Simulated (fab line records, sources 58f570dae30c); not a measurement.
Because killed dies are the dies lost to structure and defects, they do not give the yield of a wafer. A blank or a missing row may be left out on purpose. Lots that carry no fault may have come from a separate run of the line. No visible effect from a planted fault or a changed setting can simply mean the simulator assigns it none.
Comparing a struck lot with a sound one || flow berkeleyCmos170 || 15 steps out of a route of 331
Sound: the wafers L127.1, L127.2, L127.5. The struck wafers were L132.3, L132.5, L132.6. The cause comes at the end.
For every step that has rows: the tool of each side, followed by ch and its chambers, followed by its first start. Under that, the readings that differ: sound wafers || struck wafers || difference of the means || sigmas: that difference in standard deviations of wafers without a fault.
alike: a reading whose means differ by less than 2 such deviations, as well as words and numbers matching on both sides. not compared: withheld readings; readings where some wafer has no value; bounds like >300 that might hide an equal value; numbers whose values overlap and for which the record gives no deviation.
Wherever a step has rows on one side only, a row that says differs or no value, or a row with sigmas, the two part there. Non-overlapping numbers with no deviation appear without sigmas and do not part them. A reading that every wafer of one side lacks parts them only if that side has two wafers or more.

first, 1 step without rows for these wafers: UCB170_M2_SOFTBAKE_06 (time 60 s).
UCB170_M2_STRIP_07: strips in O2.
  sound on plasmaAsher-03 ch 0,1, day 9 10:50; struck on plasmaAsher-04 ch 0,1, day 10 10:16
  alike: chamberPressureMTorr, drypumpMotorCurrentA, oesProductAu, stripTimeToEndpointS
  not compared: rfHoursCounterH
then, 7 steps without rows for these wafers: UCB170_M2_STRIP_08 (strips KrF in DMSO, time 600 s); UCB170_M2_COAT_09; UCB170_M2_COAT_10 (resist thk 900 nm); UCB170_M2_SOFTBAKE_11 (time 60 s); UCB170_M2_EXPOSE_12 (exposes mask METAL2, target cd 700 nm); UCB170_M2_PEB_13; UCB170_M2_DEVELOP_14 (develop time 45 s).
UCB170_M2_CD_MEAS_15 targets a cd of 700 nm.
  sound on cdSem-01 at day 9 12:04; struck on cdSem-02 at day 10 12:20
  alike: cdNm
UCB170_M2_OVL_MEAS_16:
  sound on overlay-02 at day 9 12:11; struck on overlay-01 at day 10 12:26
  alike: M2_OVL
UCB170_M2_ETCH_17: etches BARC in N2/H2.
  sound on rieDiel-01 ch 1,2,3, day 9 12:14; struck on rieDiel-02 ch 0,1,3, day 10 12:27
  alike: chamberPressureMTorr, drypumpMotorCurrentA, oesProductAu, rfFwdPowerW, throttleValvePct
UCB170_M2_METAL_ETCH_18: etches Al in Cl2/BCl3, stops on SiO2, target depth 1170 nm, time 195 s.
  sound on rieMetal-04 ch 0,1, day 9 12:16; struck on rieMetal-04 ch 0,1, day 10 12:34
{"reading": "oesProductAu (a.u.)", "sound": "0.868 0.847 0.855", "struck": "0.778 0.781 0.787", "difference": -0.075, "sigmas": -8}
{"reading": "rfFwdPowerW (W)", "sound": "598.8 598.0 595.4", "struck": "356.6 359.1 357.6", "difference": -239.6, "sigmas": "-99 or more"}
{"reading": "model.KrF_of_M2_COAT_10.thkNm (nm)", "sound": "212.3 218.6 221.2", "struck": "456 455.8 450.5", "difference": "+237", "sigmas": ""}
{"reading": "model.M2.featureDepthNm (nm)", "sound": "959.1 955.5 956.8", "struck": "747.7 754 765.2", "difference": -201.5, "sigmas": ""}
{"reading": "model.etch.depthNm (nm)", "sound": "901.8 899.5 900.9", "struck": "747.7 754 765.2", "difference": -145.1, "sigmas": ""}
  alike: chamberPressureMTorr, drypumpMotorCurrentA, throttleValvePct
  not compared: rfHoursCounterH
UCB170_M2_STRIP_19: strips in O2.
  sound on plasmaAsher-01 ch 0,1, day 9 12:28; struck on plasmaAsher-03 ch 0,1, day 10 12:43
{"reading": "drypumpMotorCurrentA (A)", "sound": "6.3 6.1 6.1", "struck": "5.2 5.2 5.3", "difference": -0.9, "sigmas": -2}
{"reading": "oesProductAu (a.u.)", "sound": "0.537 0.548 0.548", "struck": "0.727 0.720 0.718", "difference": "+0.177", "sigmas": "+19"}
  alike: chamberPressureMTorr
  not compared: rfHoursCounterH
UCB170_M2_CD_MEAS_90 targets a cd of 700 nm.
  sound on cdSem-02 at day 9 12:34; struck on cdSem-01 at day 10 12:49
{"reading": "cdNm (nm)", "sound": "700.8 699.5 703.2", "struck": "723.0 720.7 718.4", "difference": "+19.5", "sigmas": "+8"}

WHERE THEY PART
Last at UCB170_M2_CD_MEAS_90 as far as this record goes, first at UCB170_M2_METAL_ETCH_18.

WHY: what had been put in by the simulator
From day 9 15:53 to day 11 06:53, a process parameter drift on rieMetal-04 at UCB170_M2_METAL_ETCH_18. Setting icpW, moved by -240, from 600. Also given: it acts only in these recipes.
